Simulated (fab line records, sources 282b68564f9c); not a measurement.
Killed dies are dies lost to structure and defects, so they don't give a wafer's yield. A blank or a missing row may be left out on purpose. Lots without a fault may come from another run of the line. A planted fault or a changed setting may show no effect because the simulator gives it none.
A struck lot beside a sound one | flow rit_cmos | 18 steps out of a route of 202
Sound: wafers L290.1, L290.4, L290.5. Struck: wafers L299.1, L299.4, L299.5. The cause comes at the end.
At each step with rows: each side's tool, then ch and its chambers, then its first start. Under that, the readings that differ: sound wafers | struck wafers | difference of the means | sigmas: that difference in standard deviations of wafers without a fault.
alike: readings whose means differ by less than 2 such deviations, and words and numbers that are the same on both sides. not compared: withheld readings, readings that some wafer has no value for, bounds like >300 that may hide the same value, and numbers for which the record gives no deviation and whose values overlap.
The two part at a step that has a row with sigmas, a row that says differs or no value, or rows on one side only. Numbers that don't overlap but have no deviation are shown without sigmas and don't part them. A reading that every wafer of one side lacks parts them only if that side has two wafers or more.

first, 4 steps without rows for these wafers: RIT_PSD_SOFTBAKE_02 (time 60 s); RIT_PSD_EXPOSE_03 (exposes mask M10, target cd 40900 nm); RIT_PSD_PEB_04; RIT_PSD_DEVELOP_05 (develop time 50 s).
RIT_PSD_OVL_MEAS_06:
  sound on overlay-02, day 3 14:52; struck on overlay-01, day 5 14:57
  alike: PSD_OVL
then, 2 steps without rows for these wafers: RIT_PSD_HARDBAKE_07 (time 60 s); RIT_PSD_IMPLANT_08.
RIT_PSD_STRIP_09: strips in O2, time 180 s.
  sound on plasma_asher-03 ch 0, day 3 15:14; struck on plasma_asher-04 ch 0,1, day 5 15:17
  alike: drypump_motor_current_A
  not compared: rf_hours_counter_h
RIT_PSD_TW_MEAS_10:
  sound on film_metro-04, day 3 15:25; struck on film_metro-03, day 5 15:28
  alike: PSD_TW
then, 3 steps without rows for these wafers: RIT_SDANNEAL_CLEAN_00 (cleans in SC1, time 600 s); RIT_SDANNEAL_CLEAN_01 (cleans in dHF, time 30 s); RIT_SDANNEAL_CLEAN_02 (cleans in SC2, time 600 s).
RIT_SDANNEAL_RTA_03: time 5 s.
  sound on rtp_anneal-01 ch 0, day 3 15:50; struck on rtp_anneal-02 ch 0, day 5 15:53
  reading          | sound                | struck               | difference | sigmas
  wafer_temp_C_max | 1052.3 1051.7 1054.6 | 1043.4 1047.4 1044.6 | -7.7       | -6
  alike: chamber_o2_ppm
RIT_SDANNEAL_RS_MEAS_04: measures by four-point-probe.
  sound on film_metro-03, day 3 15:54; struck on film_metro-01, day 5 15:57
  reading         | sound                | struck               | difference | sigmas
  PSD_RS (ohm/sq) | 115.97 116.09 116.18 | 121.51 121.52 121.94 | +5.58      | +20
RIT_SDANNEAL_RS_MEAS_05: measures by four-point-probe.
  sound on film_metro-03, day 3 16:01; struck on film_metro-01, day 5 16:04
  reading         | sound             | struck            | difference | sigmas
  NSD_RS (ohm/sq) | 84.31 84.41 84.48 | 85.01 84.95 84.70 | +0.49      | +2
RIT_SDANNEAL_RS_MEAS_06: measures by four-point-probe.
  sound on film_metro-03, day 3 16:08; struck on film_metro-01, day 5 16:11
  reading          | sound             | struck            | difference | sigmas
  PLDD_RS (ohm/sq) | 179.6 179.4 179.8 | 183.9 184.2 184.1 | +4.5       | +10
RIT_SDANNEAL_RS_MEAS_07: measures by four-point-probe.
  sound on film_metro-03, day 3 16:16; struck on film_metro-01, day 5 16:19
  alike: NLDD_RS
RIT_M1_PROBE_99:
  sound on prober-01, day 3 23:21; struck on prober-02, day 5 23:35
  reading                                   | sound                | struck               | difference | sigmas
  model.etest.pmos_turned.r_on_ohm_um       | 3338 3410 3306       | 3603 3612 3594       | +252       |
  model.etest.pmos_turned.drive_ua_um       | 196.6 195.7 199.6    | 175.8 176.3 177.7    | -20.7      |
  model.etest.contact_pplus.end_ohm_um      | 42.95 43.65 43.17    | 47.49 47.12 46.7     | +3.85      |
  model.etest.pmos_0p15.off_log10_a_um      | -10.26 -10.45 -10.31 | -10.84 -10.85 -10.73 | -0.47      |
  model.etest.nmos_0p15.junction_log10_a_um | -13.39 -13.41 -13.39 | -12.9 -13.11 -13.27  | +0.3       |
  model.etest.vpnp.gain                     | 1.061 1.072 1.063    | 0.9358 0.9819 0.9511 | -0.1091    |
  model.etest.diode_pplus_comb.cj_ff_um2    | 1.987 1.972 1.979    | 1.949 1.943 1.95     | -0.032     |
  alike: killed_at_contacts, killed_at_front_end, killed_dies, killed_open, killed_short
  not compared: model.etest.contact_nplus.end_ohm_um

WHERE THEY PART
First at RIT_SDANNEAL_RTA_03; last, within this record, at RIT_SDANNEAL_RS_MEAS_06. Later steps at which nothing parts them and some readings are alike: RIT_SDANNEAL_RS_MEAS_07, RIT_M1_PROBE_99.

WHY: what the simulator had put in
Process parameter drift: rtp_anneal-02, from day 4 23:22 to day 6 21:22, at RIT_SDANNEAL_RTA_03. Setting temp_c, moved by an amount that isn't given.
